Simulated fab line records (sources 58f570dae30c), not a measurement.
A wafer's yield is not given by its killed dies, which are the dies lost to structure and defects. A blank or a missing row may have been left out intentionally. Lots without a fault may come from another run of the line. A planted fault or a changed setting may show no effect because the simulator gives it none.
Split-lot study || flow berkeley cmos170 || route with 331 steps; 5 lots, 23 wafers read

== ABOUT THE SPLIT ==
At UCB170_GATE_OXIDATION_01 (target thk 6.6 nm, ox time 1800 s), the setting ox time s was moved away from the recipe's 1800 s on 15 of the 23 wafers read, by -11.8% to +14.6%. The other wafers ran this setting at the recipe's value.

No step appears in the file between the split and the reading.

== THE READING ==
At UCB170_GATE_THK_MEAS_02: GATE_OXIDE_THK, given in nm. Typical for fault-free wafers on this fab line: 6.67 nm, with standard deviation 0.11 nm.

{"wafer": "L074.2", "tool, chamber at the split": "-, -", "ox time s as run, s": 2062, "against the recipe": "+14.6%", "GATE_OXIDE_THK, nm": 7.41, "against lot-mates on the recipe": "no lot-mate on the recipe"}
{"wafer": "L074.3", "tool, chamber at the split": "-, -", "ox time s as run, s": 2062, "against the recipe": "+14.6%", "GATE_OXIDE_THK, nm": 7.39, "against lot-mates on the recipe": "no lot-mate on the recipe"}
{"wafer": "L074.4", "tool, chamber at the split": "-, -", "ox time s as run, s": 2062, "against the recipe": "+14.6%", "GATE_OXIDE_THK, nm": 7.46, "against lot-mates on the recipe": "no lot-mate on the recipe"}
{"wafer": "L074.5", "tool, chamber at the split": "-, -", "ox time s as run, s": 2062, "against the recipe": "+14.6%", "GATE_OXIDE_THK, nm": 7.44, "against lot-mates on the recipe": "no lot-mate on the recipe"}
{"wafer": "L074.6", "tool, chamber at the split": "-, -", "ox time s as run, s": 2062, "against the recipe": "+14.6%", "GATE_OXIDE_THK, nm": 7.58, "against lot-mates on the recipe": "no lot-mate on the recipe"}
{"wafer": "L075.1", "tool, chamber at the split": "-, -", "ox time s as run, s": 1587, "against the recipe": "-11.8%", "GATE_OXIDE_THK, nm": 5.93, "against lot-mates on the recipe": "no lot-mate on the recipe"}
{"wafer": "L075.2", "tool, chamber at the split": "-, -", "ox time s as run, s": 1587, "against the recipe": "-11.8%", "GATE_OXIDE_THK, nm": 5.94, "against lot-mates on the recipe": "no lot-mate on the recipe"}
{"wafer": "L075.3", "tool, chamber at the split": "-, -", "ox time s as run, s": 1587, "against the recipe": "-11.8%", "GATE_OXIDE_THK, nm": 5.87, "against lot-mates on the recipe": "no lot-mate on the recipe"}
{"wafer": "L075.4", "tool, chamber at the split": "-, -", "ox time s as run, s": 1587, "against the recipe": "-11.8%", "GATE_OXIDE_THK, nm": 5.94, "against lot-mates on the recipe": "no lot-mate on the recipe"}
{"wafer": "L075.5", "tool, chamber at the split": "-, -", "ox time s as run, s": 1587, "against the recipe": "-11.8%", "GATE_OXIDE_THK, nm": 5.98, "against lot-mates on the recipe": "no lot-mate on the recipe"}
{"wafer": "L078.2", "tool, chamber at the split": "-, -", "ox time s as run, s": 1934, "against the recipe": "+7.4%", "GATE_OXIDE_THK, nm": 6.94, "against lot-mates on the recipe": "no lot-mate on the recipe"}
{"wafer": "L078.3", "tool, chamber at the split": "-, -", "ox time s as run, s": 1934, "against the recipe": "+7.4%", "GATE_OXIDE_THK, nm": 7.10, "against lot-mates on the recipe": "no lot-mate on the recipe"}
{"wafer": "L078.4", "tool, chamber at the split": "-, -", "ox time s as run, s": 1934, "against the recipe": "+7.4%", "GATE_OXIDE_THK, nm": 7.04, "against lot-mates on the recipe": "no lot-mate on the recipe"}
{"wafer": "L078.5", "tool, chamber at the split": "-, -", "ox time s as run, s": 1934, "against the recipe": "+7.4%", "GATE_OXIDE_THK, nm": 6.91, "against lot-mates on the recipe": "no lot-mate on the recipe"}
{"wafer": "L078.6", "tool, chamber at the split": "-, -", "ox time s as run, s": 1934, "against the recipe": "+7.4%", "GATE_OXIDE_THK, nm": 6.90, "against lot-mates on the recipe": "no lot-mate on the recipe"}
{"wafer": "L084.1", "tool, chamber at the split": "-, -", "ox time s as run, s": 1800, "against the recipe": "recipe", "GATE_OXIDE_THK, nm": 6.69, "against lot-mates on the recipe": "-"}
{"wafer": "L084.3", "tool, chamber at the split": "-, -", "ox time s as run, s": 1800, "against the recipe": "recipe", "GATE_OXIDE_THK, nm": 6.62, "against lot-mates on the recipe": "-"}
{"wafer": "L084.4", "tool, chamber at the split": "-, -", "ox time s as run, s": 1800, "against the recipe": "recipe", "GATE_OXIDE_THK, nm": 6.61, "against lot-mates on the recipe": "-"}
{"wafer": "L084.5", "tool, chamber at the split": "-, -", "ox time s as run, s": 1800, "against the recipe": "recipe", "GATE_OXIDE_THK, nm": 6.76, "against lot-mates on the recipe": "-"}
{"wafer": "L084.6", "tool, chamber at the split": "-, -", "ox time s as run, s": 1800, "against the recipe": "recipe", "GATE_OXIDE_THK, nm": 6.64, "against lot-mates on the recipe": "-"}
{"wafer": "L085.3", "tool, chamber at the split": "furnace-04, 0", "ox time s as run, s": 1800, "against the recipe": "recipe", "GATE_OXIDE_THK, nm": 6.77, "against lot-mates on the recipe": "-"}
{"wafer": "L085.4", "tool, chamber at the split": "furnace-04, 0", "ox time s as run, s": 1800, "against the recipe": "recipe", "GATE_OXIDE_THK, nm": 6.56, "against lot-mates on the recipe": "-"}
{"wafer": "L085.5", "tool, chamber at the split": "furnace-04, 0", "ox time s as run, s": 1800, "against the recipe": "recipe", "GATE_OXIDE_THK, nm": 6.75, "against lot-mates on the recipe": "-"}

THE FIT
A straight line over all 23 wafers: GATE_OXIDE_THK changes by +0.0563 nm for each +1% of ox time s; r = +0.99; the points scatter about the line by 0.084 nm.
Too few moved wafers have a lot-mate on the recipe to fit a line with each lot's own level taken away.

== THE WHOLE CHAIN: every reading that the file lists as answering this split, in the file's order ==
{"step": "UCB170_GATE_OXIDATION_01", "what it does": "target thk 6.6 nm, ox time 1800 s", "reading": "SiO2_of_GATE_OXIDATION_01.thk nm (the simulator's own value, which no gauge read)", "change (the file's fit)": "+0.0573 nm for each +1% of the setting", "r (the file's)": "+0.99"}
{"step": "UCB170_GATE_THK_MEAS_02", "what it does": "", "reading": "GATE_OXIDE_THK", "change (the file's fit)": "+0.0563 for each +1% of the setting", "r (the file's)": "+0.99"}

== THE FILE'S OWN FIT ==
GATE_OXIDE_THK changes by +0.0563 nm for each +1% of ox time s, r = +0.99.
